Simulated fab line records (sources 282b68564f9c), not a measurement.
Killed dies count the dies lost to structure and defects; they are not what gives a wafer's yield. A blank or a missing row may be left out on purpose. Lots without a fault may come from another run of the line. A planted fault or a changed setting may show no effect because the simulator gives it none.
Split-lot experiment    flow rit-cmos    on a route of 202 steps: 5 lots, 23 wafers read

## THE SPLIT ITSELF
At RIT_M1_SOFTBAKE_05 (time 60 s), the setting temp-c was moved away from the recipe's 90 C on 10 of the 23 wafers read, by -2.4% to +4.1%. All remaining wafers had this setting at the recipe value.

## FROM THE SPLIT TO THE READING: what the file shows between them, 2 steps
- RIT_M1_EXPOSE_06: exposes mask M12, target cd 2600 nm
- RIT_M1_PEB_07

## THE READING
NOVOLAK_of_M1_COAT_04.thk-nm (the simulator's own value, which no gauge read), in nm, at RIT_M1_DEVELOP_08 (develop time 68 s). There is no usual value for it anywhere in the file. Across the 13 wafers here that went through the recipe, the average is 1301 nm and the standard deviation 2.9 nm.

wafer   tool, chamber at the split  temp-c as run, C  against the recipe  NOVOLAK_of_M1_COAT_04.thk-nm, nm  against lot-mates on the recipe
L074.1  litho-track-01, 0           87.83             -2.4%               1309                              +6
L074.2  litho-track-01, 0           90                recipe              1301                              -
L074.4  litho-track-01, 0           90                recipe              1304                              -
L074.5  litho-track-01, 0           87.83             -2.4%               1310                              +8
L074.6  litho-track-01, 0           87.83             -2.4%               1310                              +8
L079.1  litho-track-04, 0           90                recipe              1302                              -
L079.2  litho-track-04, 0           90                recipe              1300                              -
L079.3  litho-track-04, 0           90                recipe              1303                              -
L079.4  litho-track-04, 0           91.44             +1.6%               1296                              -6
L079.5  litho-track-04, 0           91.44             +1.6%               1297                              -5
L080.1  litho-track-04, 0           90                recipe              1302                              -
L080.2  litho-track-04, 0           87.87             -2.4%               1313                              +10
L080.3  litho-track-04, 0           87.87             -2.4%               1311                              +8
L080.4  litho-track-04, 0           90                recipe              1304                              -
L080.5  litho-track-04, 0           90                recipe              1304                              -
L084.1  litho-track-02, 0           90                recipe              1296                              -
L084.2  litho-track-02, 0           93.66             +4.1%               1279                              -16
L084.3  litho-track-02, 0           90                recipe              1295                              -
L084.4  litho-track-02, 0           93.66             +4.1%               1283                              -12
L084.5  litho-track-02, 0           93.66             +4.1%               1281                              -14
L085.3  litho-track-04, 0           90                recipe              1300                              -
L085.5  litho-track-04, 0           90                recipe              1303                              -
L085.6  litho-track-04, 0           90                recipe              1304                              -

THE FIT
A straight line over all 23 wafers: NOVOLAK_of_M1_COAT_04.thk-nm changes by -4.47 nm for each +1% of temp-c; r = -0.96; the points scatter about the line by 2.7 nm.
The same after taking each lot's own level away (the mean of its wafers on the recipe; 23 wafers): -3.43 nm for each +1%; r = -0.98; scatter 1.3 nm.
According to that fit, moving temp-c by its largest amount changes the reading by 14 nm.
From 1295.5 to 1303.3 nm: that is the span of the lots' own levels, equal to 2.7 times the standard deviation above.
In other words, the slope is changed by the lot-to-lot level; the two fits disagree.
Check: with one of the wafers moved furthest among these (+4.1%) left out of the fit, the line predicts -13.4 nm for it against its lot-mates. It came out at -16.5 nm against them.

## THE OTHER SPLITS THESE WAFERS WENT THROUGH
These wafers also went through other splits before the reading. Each is held against what the fit with the lots' levels taken away leaves over:
other split on the same wafers  wafers away from the commonest value  r with NOVOLAK_of_M1_COAT_04.thk-nm (lot level and that fit taken away)
RIT_GATE_ETCH_19 rf-w           11                                    -0.11
RIT_NLDD_COAT_01 spin-rpm       6                                     +0.13
RIT_PLDD_COAT_01 spin-rpm       11                                    -0.17
RIT_PLDD_IMPLANT_08 dose-cm2    6                                     +0.23
RIT_PSD_SOFTBAKE_02 temp-c      10                                    -0.03
RIT_SDANNEAL_CLEAN_01 time-s    5                                     -0.08
RIT_SILICIDE_SPUTTER_01 time-s  6                                     -0.01

## THE FILE'S OWN FIT
NOVOLAK_of_M1_COAT_04.thk-nm changes by -3.5 nm for each +1% of temp-c, r = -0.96.
